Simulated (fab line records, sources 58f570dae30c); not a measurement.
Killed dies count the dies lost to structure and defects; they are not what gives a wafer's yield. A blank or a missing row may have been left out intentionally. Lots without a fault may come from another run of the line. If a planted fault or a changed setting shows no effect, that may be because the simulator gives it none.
Comparing a struck lot with a sound one | flow berkeley-cmos170 | 21 out of 331 route steps
Sound: these wafers, L725.4, L725.5, L725.6. Wafers L730.3, L730.5, L730.6 were the ones struck. The cause is given at the end.
For every step that has rows: the tool of each side, followed by ch and its chambers, followed by its first start. Under that, the readings that differ: sound wafers | struck wafers | difference of the means | sigmas: that difference in standard deviations of wafers without a fault.
alike: a reading whose means differ by less than 2 such deviations, as well as words and numbers matching on both sides. not compared: withheld readings; readings where some wafer has no value; bounds like >300 that might hide an equal value; numbers whose values overlap and for which the record gives no deviation.
The two part at a step that has a row with sigmas, a row that says differs or no value, or rows on one side only. When numbers do not overlap yet have no deviation, they are printed without sigmas and do not part them. Lack of a reading on every wafer of one side parts them only where that side has two or more wafers.

UCB170_CONTACT_OVL_MEAS_16:
  sound on overlay-02, day 9 11:49; struck on overlay-01, day 10 19:17
  alike: CONTACT_OVL
UCB170_CONTACT_ETCH_17: etches BARC in N2/H2.
  sound on rie-diel-03 ch 1,2, day 9 11:50; struck on rie-diel-02 ch 1,2, day 10 19:19
  alike: drypump-motor-current-A, oes-product-au, throttle-valve-pct
UCB170_CONTACT_ETCH_18: etches PSG in CHF3/CF4/Ar, stops on TiSi2, target depth 840 nm, time 195 s.
  sound on rie-diel-03 ch 1,2; struck on rie-diel-02 ch 1,2
  alike: drypump-motor-current-A, oes-product-au, throttle-valve-pct
  not compared: rf-hours-counter-h
UCB170_CONTACT_STRIP_19: strips in O2.
  sound on plasma-asher-03 ch 0,1, day 9 12:02; struck on plasma-asher-01 ch 0,1, day 10 19:31
  alike: drypump-motor-current-A, oes-product-au
  not compared: rf-hours-counter-h
UCB170_CONTACT_CD_MEAS_90 targets a cd of 700 nm.
  sound on cd-sem-01, day 9 12:14; struck on cd-sem-02, day 10 19:37
  alike: cd-nm
then, 1 step without rows for these wafers: UCB170_CONTACT_CLEAN_20 (cleans in SPM, time 600 s).
UCB170_M1_SPUTTER_00: material Al, target thk 600 nm, time 80 s.
  sound on pvd-sputter-03, day 9 12:29; struck on pvd-sputter-01, day 10 20:17
  alike: throttle-valve-pct
UCB170_M1_RS_MEAS_01: uses a four-point probe to measure.
  sound on film-metro-01, day 9 12:37; struck on film-metro-01, day 10 20:23
  alike: M1_AL_RS
UCB170_M1_THK_MEAS_02: measures by xrf.
  sound on film-metro-01, day 9 12:42; struck on film-metro-01, day 10 20:29
  alike: M1_AL_THK
then, 3 steps without rows for these wafers: UCB170_M1_COAT_03; UCB170_M1_COAT_04 (resist thk 900 nm); UCB170_M1_SOFTBAKE_05 (time 60 s).
UCB170_M1_EXPOSE_06: exposes mask METAL1, target cd 700 nm.
  sound on krf-scanner-01 ch 0, day 9 13:22; struck on krf-scanner-02 ch 0, day 10 21:29
  reading              | sound                | struck               | difference | sigmas
  exposure-dose-mJ-cm2 | 21.029 21.010 20.988 | 20.526 20.526 20.541 | -0.478     | -24
  reticle-temp-C (C)   | 22.74 22.77 22.79    | 23.09 23.06 22.91    | +0.25      | +2
  alike: mask
then, 2 steps without rows for these wafers: UCB170_M1_PEB_07; UCB170_M1_DEVELOP_08 (develop time 45 s).
UCB170_M1_CD_MEAS_09 targets a cd of 700 nm.
  sound on cd-sem-01, day 9 13:46; struck on cd-sem-02, day 10 22:17
  reading    | sound             | struck            | difference | sigmas
  cd-nm (nm) | 698.9 699.2 698.9 | 705.1 704.4 704.8 | +5.8       | +4
UCB170_M1_OVL_MEAS_10:
  sound on overlay-02, day 9 13:50; struck on overlay-01, day 10 22:22
  alike: M1_OVL
UCB170_M1_ETCH_11: etches BARC in N2/H2.
  sound on rie-diel-01 ch 1,2,3, day 9 13:52; struck on rie-diel-03 ch 0,1,2, day 10 22:23
  reading             | sound           | struck          | difference | sigmas
  model.M1.cd-nm (nm) | 699.2 699.9 699 | 704 703.2 705.1 | +5         |
  alike: drypump-motor-current-A, oes-product-au, throttle-valve-pct
UCB170_M1_METAL_ETCH_12: etches Al in Cl2/BCl3, stops on PSG, target depth 780 nm, time 130 s.
  sound on rie-metal-01 ch 0,1, day 9 13:56; struck on rie-metal-03 ch 0,1, day 10 22:29
  reading             | sound             | struck          | difference | sigmas
  model.M1.cd-nm (nm) | 697.5 700.7 701.7 | 702.9 702.4 704 | +3.1       |
  alike: drypump-motor-current-A, oes-product-au, throttle-valve-pct
  not compared: rf-hours-counter-h
UCB170_M1_STRIP_13: strips in O2.
  sound on plasma-asher-01 ch 0,1, day 9 14:04; struck on plasma-asher-04 ch 0,1, day 10 22:36
  reading                     | sound       | struck      | difference | sigmas
  drypump-motor-current-A (A) | 5.1 5.5 5.1 | 6.1 5.6 6.1 | +0.7       | +2
  alike: oes-product-au
  not compared: rf-hours-counter-h
UCB170_M3_PROBE_99:
  rows exist in the record for the sound wafers here (prober-02, day 10 05:17), none for the struck ones

WHERE THEY PART
Earliest at UCB170_M1_EXPOSE_06; latest, in this record, at UCB170_M3_PROBE_99.

WHY: the cause the simulator had injected
Drift in process parameters on krf-scanner-02 at UCB170_M1_EXPOSE_06, starting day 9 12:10. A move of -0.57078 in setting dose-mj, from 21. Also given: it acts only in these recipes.
